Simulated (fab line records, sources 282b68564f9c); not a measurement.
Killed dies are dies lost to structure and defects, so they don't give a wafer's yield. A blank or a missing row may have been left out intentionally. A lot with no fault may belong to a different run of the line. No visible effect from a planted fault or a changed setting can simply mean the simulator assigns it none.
A single fault, viewed from 2 desks	flow rit_cmos	each desk has only its own numbers; what lay behind them comes last

## AT THE METROLOGY DESK
What the gauges read, lot by lot, whatever tool the lot ran on: means of the sampled wafers that have a number. The brackets show how far a lot's mean lies from the usual mean; more than 4 standard deviations puts the lot out of limits, marked OUT.
Columns: A = NRETRO_TW at RIT_NRETRO_TW_MEAS_10, usual 1057
lot	first seen here	A
L516	day 2 21:37	1058
L517	day 3 05:40	1066
L519	day 3 12:44	1061
L521	day 3 19:25	1055
L522	day 4 00:34	1063
L525	day 4 19:38	1063
L526	day 5 00:20	1062
L527	day 5 05:33	1050
L529	day 5 12:07	1055
L530	day 5 17:43	1063
L534	day 6 14:19	231 (-99 or more) OUT
L535	day 6 17:28	224 (-99 or more) OUT
L536	day 6 23:02	1058
L537	day 7 05:42	1061
Finding of this desk: L534, L535 out of limits, first seen on L534 at day 6 14:19 (NRETRO_TW at RIT_NRETRO_TW_MEAS_10). In limits: L516, L517, L519, L521, L522, L525, L526, L527, L529, L530, L536, L537.

## TOOL OWNER'S DESK, litho_track-03
The tool's own readings at RIT_NRETRO_DEVELOP_05 (develop time 68 s): means of the sampled wafers that have a number, for each lot that ran on this tool. The brackets show how far a lot's mean lies from the usual mean; more than 4 standard deviations puts the lot out of limits, marked OUT.
Columns: A = chill_plate_temp_C at RIT_NRETRO_DEVELOP_05, usual 23.00 C
lot	first seen here	A
L516	day 2 20:00	22.99
L517	day 3 04:00	23.09
L522	day 3 23:00	22.82
L525	day 4 18:00	23.06
L534	day 6 13:00	23.09
L535	day 6 16:00	22.95
Result from this desk: across the 6 lots, nothing is out of limits.

## TAKEN TOGETHER
At day 6 14:19 the metrology desk could have sounded an alarm, on L534, L535.
The tool owner's desk saw nothing out of limits.
The tool owner's desk has L534, L535 on record, within its limits.
On litho_track-03, each named lot ran RIT_NRETRO_DEVELOP_05.

## WHAT HAD BEEN PUT IN BY THE SIMULATOR
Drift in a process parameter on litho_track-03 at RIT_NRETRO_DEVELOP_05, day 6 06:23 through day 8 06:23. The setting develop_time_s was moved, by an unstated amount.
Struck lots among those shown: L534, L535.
Hours from the fault's start to each desk's first reading out of limits: the metrology desk, 8.
